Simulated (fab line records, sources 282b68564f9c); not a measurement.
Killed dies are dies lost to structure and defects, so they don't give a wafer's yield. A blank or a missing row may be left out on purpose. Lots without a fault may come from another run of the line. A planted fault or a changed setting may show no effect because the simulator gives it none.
Which tool did it? | flow rit_cmos | 15 lots, 45 wafers sampled, at 4 steps of a route of 202

WHAT THE GAUGES READ, wafer by wafer
RIT_FOX2_THK_MEAS_01. Usual: FOX2_OXIDE_THK 347 nm, standard deviation 5.9.
lot  | measured    | on            | FOX2_OXIDE_THK (nm) | flag
L276 | day 1 21:02 | film_metro-04 | 347 349 351         |
L277 | day 2 04:37 | film_metro-02 | 339 348 345         |
L278 | day 2 08:07 | film_metro-04 | 335 336 343         |
L280 | day 2 15:35 | film_metro-04 | 341 344 339         |
L281 | day 2 21:46 | film_metro-02 | 350 352 353         |
L282 | day 3 00:34 | film_metro-04 | 348 350 354         |
L284 | day 3 15:08 | film_metro-03 | 353 348 347         |
L285 | day 4 00:36 | film_metro-04 | 371 371 368         | OFF
L286 | day 4 00:35 | film_metro-02 | 362 369 370         | OFF
L288 | day 4 08:38 | film_metro-03 | 352 348 351         |
L289 | day 4 12:32 | film_metro-04 | 374 376 372         | OFF
L292 | day 5 02:59 | film_metro-03 | 348 348 345         |
L293 | day 5 11:25 | film_metro-04 | 359 356 349         |
L294 | day 5 14:14 | film_metro-04 | 343 341 340         |
L295 | day 5 18:17 | film_metro-02 | 347 349 349         |

RIT_FOX2_THK_MEAS_90. Usual: FIELD_OXIDE_LEFT_1_THK 319 nm, standard deviation 5.8.
lot  | measured    | on            | FIELD_OXIDE_LEFT_1_THK (nm) | flag
L276 | day 1 21:55 | film_metro-04 | 319 321 323                 |
L277 | day 2 05:30 | film_metro-03 | 311 321 317                 |
L278 | day 2 08:59 | film_metro-04 | 307 308 315                 |
L280 | day 2 16:28 | film_metro-03 | 314 317 311                 |
L281 | day 2 22:38 | film_metro-03 | 322 324 325                 |
L282 | day 3 01:27 | film_metro-04 | 321 323 327                 |
L284 | day 3 16:01 | film_metro-02 | 325 320 320                 |
L285 | day 4 01:33 | film_metro-04 | 344 344 340                 | OFF
L286 | day 4 01:32 | film_metro-03 | 335 341 343                 | OFF
L288 | day 4 09:35 | film_metro-02 | 325 321 324                 |
L289 | day 4 13:25 | film_metro-04 | 346 349 345                 | OFF
L292 | day 5 03:52 | film_metro-04 | 320 321 318                 |
L293 | day 5 12:22 | film_metro-02 | 331 328 321                 |
L294 | day 5 15:15 | film_metro-04 | 316 314 313                 |
L295 | day 5 19:14 | film_metro-02 | 320 321 322                 |

RIT_FOX2_THK_MEAS_91. Usual: FIELD_OXIDE_LEFT_2_THK 251 nm, standard deviation 5.8.
lot  | measured    | on            | FIELD_OXIDE_LEFT_2_THK (nm) | flag
L276 | day 2 10:46 | film_metro-03 | 251 253 254                 |
L277 | day 2 18:19 | film_metro-02 | 242 252 249                 |
L278 | day 2 22:30 | film_metro-04 | 239 241 247                 |
L280 | day 3 05:41 | film_metro-04 | 246 249 243                 |
L281 | day 3 11:11 | film_metro-03 | 255 257 257                 |
L282 | day 3 13:51 | film_metro-03 | 253 254 260                 |
L284 | day 4 07:37 | film_metro-04 | 257 253 251                 |
L285 | day 4 15:16 | film_metro-03 | 277 277 274                 | OFF
L286 | day 4 14:36 | film_metro-02 | 267 274 275                 | OFF
L288 | day 4 21:50 | film_metro-02 | 257 253 256                 |
L289 | day 5 03:05 | film_metro-04 | 277 280 276                 | OFF
L292 | day 5 18:44 | film_metro-04 | 251 252 249                 |
L293 | day 6 01:08 | film_metro-02 | 262 258 252                 |
L294 | day 6 04:07 | film_metro-04 | 248 245 244                 |
L295 | day 6 08:31 | film_metro-02 | 251 253 253                 |

WHICH TOOL RAN EACH LOT (tool, then ch and the chambers of the sampled wafers, then the start)
lot  | RIT_FOX2_OXIDATION_00
L276 | furnace-03 ch 0, day 1 19:43
L277 | furnace-04 ch 0, day 2 03:18
L278 | furnace-03 ch 0, day 2 06:48
L280 | furnace-03 ch 0, day 2 14:17
L281 | furnace-04 ch 0, day 2 20:26
L282 | furnace-01 ch 0, day 2 23:15
L284 | furnace-03 ch 0, day 3 13:48
L285 | furnace-03 ch 0, day 3 23:16
L286 | furnace-03 ch 0, day 3 23:16
L288 | furnace-01 ch 0, day 4 07:19
L289 | furnace-03 ch 0, day 4 11:12
L292 | furnace-04 ch 0, day 5 01:40
L293 | furnace-01 ch 0, day 5 10:05
L294 | furnace-01 ch 0, day 5 12:55
L295 | furnace-04 ch 0, day 5 16:58
- RIT_FOX2_OXIDATION_00: target thk 350.7 nm, ox time 1130 s.

WHAT THE TOOLS THEMSELVES READ (means of the sampled wafers that have a number; where no wafer has one, the mark that the record gives instead)
RIT_FOX2_OXIDATION_00. Usual: spike_tc_centre_C 1101.8 C, standard deviation 1; spike_tc_load_C 1129.7 C, standard deviation 2.1; spike_tc_source_C 1126.8 C, standard deviation 2.3; tube_center_temp_C 1100 C, standard deviation 0.1; tube_center_temp_C_max 1102.8, standard deviation 0.47; zone_power_centre_pct 51.2 %, standard deviation 3.
lot  | tool       | spike_tc_centre_C (C) | spike_tc_load_C (C) | spike_tc_source_C (C) | tube_center_temp_C (C) | tube_center_temp_C_max | zone_power_centre_pct (%) | flag
L276 | furnace-03 | 1101.3                | 1130.2              | 1128.7                | 1100                   | 1102.4                 | 54.6                      |
L277 | furnace-04 | 1100.7                | 1126.8              | 1123.6                | 1100                   | 1103.1                 | 48.0                      |
L278 | furnace-03 | 1102.1                | 1132.0              | 1128.5                | 1100                   | 1102.8                 | 54.3                      |
L280 | furnace-03 | 1100.8                | 1131.7              | 1128.5                | 1100                   | 1102.6                 | 55.0                      |
L281 | furnace-04 | 1102.0                | 1127.5              | 1124.2                | 1100                   | 1103.0                 | 48.3                      |
L282 | furnace-01 | 1102.9                | 1130.4              | 1128.4                | 1100                   | 1103.3                 | 49.1                      |
L284 | furnace-03 | 1101.6                | 1131.8              | 1128.7                | 1100                   | 1102.7                 | 54.5                      |
L285 | furnace-03 | 1116.5                | 1146.1              | 1144.1                | 1115                   | 1117.9                 | 55.5                      | OFF
L286 | furnace-03 | 1117.6                | 1146.1              | 1143.6                | 1115                   | 1117.4                 | 56.4                      | OFF
L288 | furnace-01 | 1101.7                | 1131.2              | 1127.9                | 1100                   | 1102.8                 | 49.6                      |
L289 | furnace-03 | 1116.2                | 1146.5              | 1144.2                | 1115                   | 1117.9                 | 55.2                      | OFF
L292 | furnace-04 | 1102.0                | 1126.4              | 1123.3                | 1100                   | 1102.6                 | 48.0                      |
L293 | furnace-01 | 1101.2                | 1130.9              | 1128.2                | 1100                   | 1103.1                 | 49.4                      |
L294 | furnace-01 | 1101.7                | 1130.3              | 1127.0                | 1100                   | 1102.3                 | 48.7                      |
L295 | furnace-04 | 1101.2                | 1127.1              | 1123.9                | 1100                   | 1102.5                 | 48.1                      |

THE ANSWER, worked out from the rows above alone
Rule: a lot is off if the mean of its wafers that have a number lies more than 3 standard deviations from the usual mean. A lot without any number at a reading at which 4 lots or more have one is off too. The other lots that the step has rows for count as sound. The gauges are gone through in route order, then the tools' own readings, and for those a lot's mean is taken as printed above. The first step at which some lot is off is used, and at that step the reading that is off furthest; a lot without a number counts as furthest.
Off: L285, L286, L289, at RIT_FOX2_THK_MEAS_01 (FOX2_OXIDE_THK).
A tool fits if, at a process step before that reading, it ran every lot that is off, and no sound lot after the first of them. The gauges at RIT_FOX2_THK_MEAS_01 aren't tried: what is off there is off at RIT_FOX2_OXIDATION_00 too, on other tools, and a gauge's error can't cause that. One fits: furnace-03 at RIT_FOX2_OXIDATION_00. Its last sound lot is L284 (day 3 13:48), its first lot that is off L285 (day 3 23:16): a fault that began between those two fits.
The tool's own readings at RIT_FOX2_OXIDATION_00 bear it out: on the lots that are off they differ by more than 5 times the standard deviation of the sound lots' means. spike_tc_centre_C reads 1116.8 C there against 1101.6 C on the sound lots; spike_tc_load_C reads 1146.2 C there against 1129.7 C on the sound lots; spike_tc_source_C reads 1144.0 C there against 1126.7 C on the sound lots; tube_center_temp_C reads 1115 C there against 1100 C on the sound lots; tube_center_temp_C_max reads 1117.7 there against 1102.8 on the sound lots.

WHAT THE SIMULATOR HAD PUT IN
Process parameter drift: furnace-03, from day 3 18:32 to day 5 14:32, at RIT_FOX2_OXIDATION_00. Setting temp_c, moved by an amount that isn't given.
Lots struck among those shown: L286, L285, L289. The rule above found the same.
